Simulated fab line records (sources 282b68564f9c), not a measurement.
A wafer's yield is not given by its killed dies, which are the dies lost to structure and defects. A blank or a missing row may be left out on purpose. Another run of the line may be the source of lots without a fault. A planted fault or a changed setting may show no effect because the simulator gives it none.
Problem report in the 8D (eight disciplines) form, filled by code | flow ritCmos | the parts of the form that need people (team, actions taken, sign-off) are left out

== 1. WHAT IS WRONG ==
killedAtFrontEnd at RIT_M1_PROBE_99 reads a mean of 30.6 on 9 wafers of 3 lots; wafers without a fault read 6.7 with a standard deviation of 2.9. Relative to the usual mean, that is a shift of +8.2 standard deviations.
First seen on wafer L623.4, day 6 08:35, on prober-02. The record holds 45 wafers of 15 lots with a number at this step. By rule, "out" or "out of limits" means more than 4 standard deviations away from the usual mean. Any other wafer with a number is counted as sound.

== 2. WHAT IT IS, WHAT IT ISN'T ==
question                    | is                                        | is not
which readings at this step | killedAtFrontEnd, killedDies, killedOnRim | killedOpen, killedShort
which lots                  | L623, L624, L627                          | L609, L610, L611, L612, L614, L615, L617, L618, L621, L622, L625, L626
which wafers of those lots  | all that have a number                    | -
read on which tools         | prober-01, prober-02                      | -
when                        | from day 6 08:35                          | up to then (30 sound wafers); but 6 sound wafers of L625, L626 came after

== 3. WHAT RULES OUT EACH SUSPECT ==
Counting: any tool at a process step up to the reading is kept as a suspect provided that every lot that is out went through it and no sound lot did after the first of them.
- plasmaAsher-01 at RIT_PSD_STRIP_09 (strips in O2, time 180 s): kept. It ran every lot that is out, first L623 (day 5 23:46), and no sound lot after that; its last sound lot up to then is L622 (day 5 18:28).
The count leaves plasmaAsher-01 at RIT_PSD_STRIP_09.

== 4. THE CAUSE (what the simulator had put in) ==
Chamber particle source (plasmaAsher-01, RIT_PSD_STRIP_09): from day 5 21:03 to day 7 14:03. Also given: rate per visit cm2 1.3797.
The count eliminated every tool but this one.

== 5. SEQUENCE OF EFFECTS, ordered by route ==
Rows list readings where the struck wafers' mean (over those with a number) sits beyond 3 standard deviations from the usual. Scope: only readings with a usual standard deviation given in the record; hours: median across lots of the time from each lot's start at the first step in this table that gives one to its start at this step; sigmas: change in usual standard deviations.
hours | step            | reading          | usual | on struck wafers | change | sigmas
0     | RIT_M1_PROBE_99 | killedAtFrontEnd | 6.7   | 30.6             | +23.9  | +8.2
0     | RIT_M1_PROBE_99 | killedDies       | 6.8   | 30.8             | +24.0  | +8.3
0     | RIT_M1_PROBE_99 | killedOnRim      | 1.8   | 10.6             | +8.8   | +6.3
The process steps in it:
- RIT_M1_PROBE_99

== 6. HOW IT WOULD HAVE BEEN CAUGHT EARLIER ==
In this record the first reading out of limits was taken at day 6 08:35, 12 hours after the fault began at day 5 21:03.
An alarm limit of 4 standard deviations would not have fired on the tool readings at RIT_PSD_STRIP_09 for which the record gives a usual standard deviation, since none of them was out on any struck wafer.
L627, from the lots that are out (3), started RIT_PSD_STRIP_09 on plasmaAsher-01 later than day 6 08:35. It would have been spared by a hold on the tool at that moment.
